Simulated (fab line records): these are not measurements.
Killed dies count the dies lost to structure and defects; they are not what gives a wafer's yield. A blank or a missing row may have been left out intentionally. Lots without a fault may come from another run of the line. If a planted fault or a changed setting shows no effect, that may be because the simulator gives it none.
Which of the tools did it? || flow berkeley cmos170 || 14 lots with 42 wafers sampled at 4 steps, on a route of 331 steps

== WHAT THE GAUGES READ, wafer by wafer ==
UCB170_CONTACT_OVL_MEAS_16. Usual: CONTACT_OVL typically reads -2 nm, with standard deviation 4.8.
{"lot": "L596", "measured": "day 7 03:53", "on": "overlay-01", "CONTACT_OVL (nm)": "-7 -1 -2", "flag": ""}
{"lot": "L599", "measured": "day 8 07:49", "on": "overlay-02", "CONTACT_OVL (nm)": "-3 -8 -5", "flag": ""}
{"lot": "L600", "measured": "day 8 08:13", "on": "overlay-02", "CONTACT_OVL (nm)": "-15 -5 -7", "flag": ""}
{"lot": "L601", "measured": "day 8 12:20", "on": "overlay-01", "CONTACT_OVL (nm)": "-9 -11 -8", "flag": ""}
{"lot": "L603", "measured": "day 9 04:16", "on": "overlay-01", "CONTACT_OVL (nm)": "-3 -1 -7", "flag": ""}
{"lot": "L602", "measured": "day 9 05:06", "on": "overlay-01", "CONTACT_OVL (nm)": "-1 2 4", "flag": ""}
{"lot": "L604", "measured": "day 9 10:08", "on": "overlay-02", "CONTACT_OVL (nm)": "7 1 1", "flag": ""}
{"lot": "L610", "measured": "day 10 12:38", "on": "overlay-02", "CONTACT_OVL (nm)": "4 0 3", "flag": ""}
{"lot": "L609", "measured": "day 10 20:39", "on": "overlay-02", "CONTACT_OVL (nm)": "0 -1 -8", "flag": ""}
{"lot": "L614", "measured": "day 11 13:17", "on": "overlay-02", "CONTACT_OVL (nm)": "0 3 -1", "flag": ""}
{"lot": "L615", "measured": "day 11 15:26", "on": "overlay-01", "CONTACT_OVL (nm)": "0 -2 -4", "flag": ""}
{"lot": "L617", "measured": "day 11 18:14", "on": "overlay-02", "CONTACT_OVL (nm)": "-2 -1 -3", "flag": ""}
{"lot": "L616", "measured": "day 12 00:12", "on": "overlay-02", "CONTACT_OVL (nm)": "-6 -3 -4", "flag": ""}
{"lot": "L618", "measured": "day 12 08:58", "on": "overlay-01", "CONTACT_OVL (nm)": "-7 -6 2", "flag": ""}

UCB170_M1_OVL_MEAS_10. Usual: M1_OVL typically reads -1 nm, with standard deviation 6.3.
{"lot": "L596", "measured": "day 7 07:08", "on": "overlay-02", "M1_OVL (nm)": "8 13 6", "flag": ""}
{"lot": "L599", "measured": "day 8 09:43", "on": "overlay-02", "M1_OVL (nm)": "4 -2 4", "flag": ""}
{"lot": "L600", "measured": "day 8 10:20", "on": "overlay-02", "M1_OVL (nm)": "10 1 -2", "flag": ""}
{"lot": "L601", "measured": "day 8 14:09", "on": "overlay-01", "M1_OVL (nm)": "-6 -5 -1", "flag": ""}
{"lot": "L603", "measured": "day 9 06:13", "on": "overlay-01", "M1_OVL (nm)": "-5 -1 1", "flag": ""}
{"lot": "L602", "measured": "day 9 06:54", "on": "overlay-02", "M1_OVL (nm)": "-6 -8 -9", "flag": ""}
{"lot": "L604", "measured": "day 9 12:08", "on": "overlay-01", "M1_OVL (nm)": "0 -5 4", "flag": ""}
{"lot": "L610", "measured": "day 10 15:17", "on": "overlay-02", "M1_OVL (nm)": "-5 3 -5", "flag": ""}
{"lot": "L609", "measured": "day 10 22:29", "on": "overlay-02", "M1_OVL (nm)": "-6 -12 0", "flag": ""}
{"lot": "L614", "measured": "day 11 15:41", "on": "overlay-02", "M1_OVL (nm)": "-1 7 -3", "flag": ""}
{"lot": "L615", "measured": "day 11 17:14", "on": "overlay-01", "M1_OVL (nm)": "8 -3 -8", "flag": ""}
{"lot": "L617", "measured": "day 11 20:16", "on": "overlay-02", "M1_OVL (nm)": "5 -2 -11", "flag": ""}
{"lot": "L616", "measured": "day 12 03:06", "on": "overlay-01", "M1_OVL (nm)": "-1 -17 -12", "flag": ""}
{"lot": "L618", "measured": "day 12 12:13", "on": "overlay-02", "M1_OVL (nm)": "-4 -6 -10", "flag": ""}

== TOOL THAT RAN EACH LOT (tool first, then ch and the chambers of the sampled wafers, then the start) ==
{"lot": "L596", "UCB170_CONTACT_ETCH_17": "rie diel-04 ch 0,2,3, day 7 03:55", "UCB170_M1_COAT_04": "litho track-03 ch 0, day 7 05:00"}
{"lot": "L599", "UCB170_CONTACT_ETCH_17": "rie diel-04 ch 0,1,3, day 8 07:52", "UCB170_M1_COAT_04": "litho track-03 ch 0, day 8 08:00"}
{"lot": "L600", "UCB170_CONTACT_ETCH_17": "rie diel-03 ch 0,1,3, day 8 08:16", "UCB170_M1_COAT_04": "litho track-02 ch 0, day 8 09:00"}
{"lot": "L601", "UCB170_CONTACT_ETCH_17": "rie diel-01 ch 0,1,2, day 8 12:22", "UCB170_M1_COAT_04": "litho track-02 ch 0, day 8 13:00"}
{"lot": "L603", "UCB170_CONTACT_ETCH_17": "rie diel-01 ch 1,2,3, day 9 04:19", "UCB170_M1_COAT_04": "litho track-03 ch 0, day 9 05:00"}
{"lot": "L602", "UCB170_CONTACT_ETCH_17": "rie diel-03 ch 1,2, day 9 05:08", "UCB170_M1_COAT_04": "litho track-02 ch 0, day 9 06:00"}
{"lot": "L604", "UCB170_CONTACT_ETCH_17": "rie diel-01 ch 0,1,2, day 9 10:10", "UCB170_M1_COAT_04": "litho track-03 ch 0, day 9 11:00"}
{"lot": "L610", "UCB170_CONTACT_ETCH_17": "rie diel-03 ch 1,2,3, day 10 12:41", "UCB170_M1_COAT_04": "litho track-02 ch 0, day 10 13:00"}
{"lot": "L609", "UCB170_CONTACT_ETCH_17": "rie diel-03 ch 0,1,3, day 10 20:41", "UCB170_M1_COAT_04": "litho track-02 ch 0, day 10 21:00"}
{"lot": "L614", "UCB170_CONTACT_ETCH_17": "rie diel-04 ch 1,2,3, day 11 13:19", "UCB170_M1_COAT_04": "litho track-02 ch 0, day 11 14:00"}
{"lot": "L615", "UCB170_CONTACT_ETCH_17": "rie diel-04 ch 2,3, day 11 15:28", "UCB170_M1_COAT_04": "litho track-01 ch 0, day 11 16:00"}
{"lot": "L617", "UCB170_CONTACT_ETCH_17": "rie diel-03 ch 0,2, day 11 18:16", "UCB170_M1_COAT_04": "litho track-01 ch 0, day 11 19:00"}
{"lot": "L616", "UCB170_CONTACT_ETCH_17": "rie diel-04 ch 1,2,3, day 12 00:14", "UCB170_M1_COAT_04": "litho track-01 ch 0, day 12 01:00"}
{"lot": "L618", "UCB170_CONTACT_ETCH_17": "rie diel-04 ch 0,1,2, day 12 09:00", "UCB170_M1_COAT_04": "litho track-01 ch 0, day 12 10:00"}
- UCB170_CONTACT_ETCH_17: etches BARC in N2/H2.
- UCB170_M1_COAT_04: resist thk 900 nm.

== AS READ BY THE TOOLS THEMSELVES (means over the sampled wafers that have a number; for cases with no such wafer, the mark the record gives instead) ==
UCB170_CONTACT_ETCH_17. Usual: chamber pressure mTorr 30.000 mTorr, standard deviation 0.025; drypump motor current A 5.8 A, standard deviation 0.37; oes product au 0.999 a.u., standard deviation 0.019; throttle valve pct 13.21 %, standard deviation 0.15.
{"lot": "L596", "tool": "rie diel-04", "chamber pressure mTorr (mTorr)": 29.999, "drypump motor current A (A)": 5.6, "oes product au (a.u.)": 0.980, "throttle valve pct (%)": 13.35, "flag": ""}
{"lot": "L599", "tool": "rie diel-04", "chamber pressure mTorr (mTorr)": 29.990, "drypump motor current A (A)": 5.7, "oes product au (a.u.)": 0.984, "throttle valve pct (%)": 13.24, "flag": ""}
{"lot": "L600", "tool": "rie diel-03", "chamber pressure mTorr (mTorr)": 30.011, "drypump motor current A (A)": 5.8, "oes product au (a.u.)": 1.004, "throttle valve pct (%)": 13.11, "flag": ""}
{"lot": "L601", "tool": "rie diel-01", "chamber pressure mTorr (mTorr)": 29.990, "drypump motor current A (A)": 5.9, "oes product au (a.u.)": 1.006, "throttle valve pct (%)": 13.17, "flag": ""}
{"lot": "L603", "tool": "rie diel-01", "chamber pressure mTorr (mTorr)": 30.015, "drypump motor current A (A)": 5.9, "oes product au (a.u.)": 1.021, "throttle valve pct (%)": 13.13, "flag": ""}
{"lot": "L602", "tool": "rie diel-03", "chamber pressure mTorr (mTorr)": 29.990, "drypump motor current A (A)": 5.4, "oes product au (a.u.)": 1.006, "throttle valve pct (%)": 13.22, "flag": ""}
{"lot": "L604", "tool": "rie diel-01", "chamber pressure mTorr (mTorr)": 29.999, "drypump motor current A (A)": 6.0, "oes product au (a.u.)": 1.008, "throttle valve pct (%)": 13.15, "flag": ""}
{"lot": "L610", "tool": "rie diel-03", "chamber pressure mTorr (mTorr)": 30.017, "drypump motor current A (A)": 5.7, "oes product au (a.u.)": 0.998, "throttle valve pct (%)": 13.10, "flag": ""}
{"lot": "L609", "tool": "rie diel-03", "chamber pressure mTorr (mTorr)": 29.982, "drypump motor current A (A)": 5.8, "oes product au (a.u.)": 1.007, "throttle valve pct (%)": 13.12, "flag": ""}
{"lot": "L614", "tool": "rie diel-04", "chamber pressure mTorr (mTorr)": 30.014, "drypump motor current A (A)": 5.9, "oes product au (a.u.)": 0.987, "throttle valve pct (%)": 13.30, "flag": ""}
{"lot": "L615", "tool": "rie diel-04", "chamber pressure mTorr (mTorr)": 29.992, "drypump motor current A (A)": 5.6, "oes product au (a.u.)": 0.992, "throttle valve pct (%)": 13.28, "flag": ""}
{"lot": "L617", "tool": "rie diel-03", "chamber pressure mTorr (mTorr)": 29.986, "drypump motor current A (A)": 5.8, "oes product au (a.u.)": 0.995, "throttle valve pct (%)": 13.22, "flag": ""}
{"lot": "L616", "tool": "rie diel-04", "chamber pressure mTorr (mTorr)": 29.990, "drypump motor current A (A)": 5.9, "oes product au (a.u.)": 0.990, "throttle valve pct (%)": 13.31, "flag": ""}
{"lot": "L618", "tool": "rie diel-04", "chamber pressure mTorr (mTorr)": 30.019, "drypump motor current A (A)": 5.8, "oes product au (a.u.)": 0.996, "throttle valve pct (%)": 13.38, "flag": ""}

UCB170_M1_COAT_04. Usual: 1500.0 rpm for spin speed rpm, sd 1.
{"lot": "L596", "tool": "litho track-03", "spin speed rpm (rpm)": 1500.2, "flag": ""}
{"lot": "L599", "tool": "litho track-03", "spin speed rpm (rpm)": 1500.4, "flag": ""}
{"lot": "L600", "tool": "litho track-02", "spin speed rpm (rpm)": 1500.8, "flag": ""}
{"lot": "L601", "tool": "litho track-02", "spin speed rpm (rpm)": 1499.9, "flag": ""}
{"lot": "L603", "tool": "litho track-03", "spin speed rpm (rpm)": 1498.5, "flag": ""}
{"lot": "L602", "tool": "litho track-02", "spin speed rpm (rpm)": 1499.5, "flag": ""}
{"lot": "L604", "tool": "litho track-03", "spin speed rpm (rpm)": 1500.0, "flag": ""}
{"lot": "L610", "tool": "litho track-02", "spin speed rpm (rpm)": 1499.9, "flag": ""}
{"lot": "L609", "tool": "litho track-02", "spin speed rpm (rpm)": 1435.0, "flag": "OFF"}
{"lot": "L614", "tool": "litho track-02", "spin speed rpm (rpm)": 1433.4, "flag": "OFF"}
{"lot": "L615", "tool": "litho track-01", "spin speed rpm (rpm)": 1500.2, "flag": ""}
{"lot": "L617", "tool": "litho track-01", "spin speed rpm (rpm)": 1499.9, "flag": ""}
{"lot": "L616", "tool": "litho track-01", "spin speed rpm (rpm)": 1500.9, "flag": ""}
{"lot": "L618", "tool": "litho track-01", "spin speed rpm (rpm)": 1500.0, "flag": ""}

== THE ANSWER, worked out from the rows above alone ==
Rule: lot off if the mean of its wafers having a number is beyond 3 standard deviations from the usual mean. Also off: a lot with no number at a reading for which 4 or more lots have one. The other lots that the step has rows for count as sound. First the gauges in route order, then the tools' own readings, where a lot's mean is used as printed above. The first step at which some lot is off is used, and at that step the reading that is off furthest; a lot without a number counts as furthest.
Off, at UCB170_M1_COAT_04 on spin speed rpm: L609, L614.
If a tool, at that step or one of the process steps before it, ran each lot that is off and ran no sound lot following the first of them, it fits. One candidate fits, namely litho track-02 at UCB170_M1_COAT_04. A fault onset in the window from L610 (day 10 13:00, its last sound lot) to L609 (day 10 21:00, its first lot off) fits.
The tool's own readings at UCB170_M1_COAT_04 bear it out: on the lots that are off they differ by more than 5 times the standard deviation of the sound lots' means. spin speed rpm reads 1434.2 rpm there against 1500.0 rpm on the sound lots.

== WHAT WAS PUT IN BY THE SIMULATOR ==
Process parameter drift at UCB170_M1_COAT_04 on litho track-02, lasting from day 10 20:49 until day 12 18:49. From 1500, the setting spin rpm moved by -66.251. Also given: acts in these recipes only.
Lots struck among those shown: L609, L614. This agrees with what the rule above found.
